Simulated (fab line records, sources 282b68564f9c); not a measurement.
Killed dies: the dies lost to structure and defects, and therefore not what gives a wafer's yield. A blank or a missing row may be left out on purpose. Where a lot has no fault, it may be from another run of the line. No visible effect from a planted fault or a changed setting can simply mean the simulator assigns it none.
Struck lot and sound lot, side by side / flow ritCmos / 15 steps out of a route of 202
Sound: wafers L217.1, L217.3, L217.6. Wafers L223.1, L223.2, L223.3 were the ones struck. The cause is named last.
Order at every step that has rows: each side's tool, ch and its chambers, its first start. Under that, the readings that differ: sound wafers / struck wafers / difference of the means / sigmas: that difference in standard deviations of wafers without a fault.
alike: readings with means less than 2 such deviations apart, plus words and numbers identical on both sides. not compared: withheld readings, readings lacking a value on some wafer, bounds such as >300 that could conceal the same value, and numbers that have no deviation in the record and whose values overlap.
A row with sigmas, a row that says differs or no value, or rows on one side alone: a step with any of these is where the two part. Numbers that don't overlap but have no deviation are shown without sigmas and don't part them. A reading that every wafer of one side lacks parts them only if that side has two wafers or more.

first, 6 steps without rows for these wafers: RIT_PRETRO_HMDS_00 (prime time 60 s); RIT_PRETRO_COAT_01 (resist thk 1300 nm); RIT_PRETRO_SOFTBAKE_02 (time 60 s); RIT_PRETRO_EXPOSE_03 (exposes mask M5, target cd 43700 nm); RIT_PRETRO_PEB_04; RIT_PRETRO_DEVELOP_05 (develop time 68 s).
RIT_PRETRO_OVL_MEAS_06:
  sound on overlay-02 at day 4 08:15; struck on overlay-02 at day 5 16:47
reading=PRETRO_OVL (nm); sound=3.0 1.9 3.0; struck=-1.2 -0.6 1.7; difference=-2.7; sigmas=-2
then, 2 steps without rows for these wafers: RIT_PRETRO_HARDBAKE_07 (time 120 s); RIT_PRETRO_IMPLANT_08.
RIT_PRETRO_STRIP_09: strips in O2, time 180 s.
  sound on plasmaAsher-03 ch 0,1, day 4 08:41; struck on plasmaAsher-01 ch 0,1, day 5 17:13
  alike: drypumpMotorCurrentA, rfReflPowerW
  not compared: rfHoursCounterH
RIT_PRETRO_TW_MEAS_10:
  sound on filmMetro-01 at day 4 08:52; struck on filmMetro-01 at day 5 17:24
  alike: PRETRO_TW
then, 1 step without rows for these wafers: RIT_GATE_WET_ETCH_00 (etches SiO2 in BOE, target depth 56 nm, time 60 s).
RIT_GATE_CLEAN_01: cleans in SC1, time 600 s.
  sound on wetBench-03 ch 3, day 4 08:57; struck on wetBench-03 ch 2, day 5 17:29
  no value came back on the struck wafers for bathGuardTempC (C), bathHeatDutyPct (%); on the sound wafers bathGuardTempC (C) reads 75.4 75.4 75.1
then, 1 step without rows for these wafers: RIT_GATE_CLEAN_02 (cleans in dHF, time 30 s).
RIT_M1_PROBE_99:
  sound on prober-01 at day 5 12:08; struck on prober-01 at day 6 19:13
  alike: killedAtFrontEnd, killedDies, killedOnRim, killedOpen, killedShort

WHERE THEY PART
Last at RIT_GATE_CLEAN_01 as far as this record goes, first at RIT_PRETRO_OVL_MEAS_06. Later steps at which nothing parts them and some readings are alike: RIT_M1_PROBE_99.

WHY: what had been put in by the simulator
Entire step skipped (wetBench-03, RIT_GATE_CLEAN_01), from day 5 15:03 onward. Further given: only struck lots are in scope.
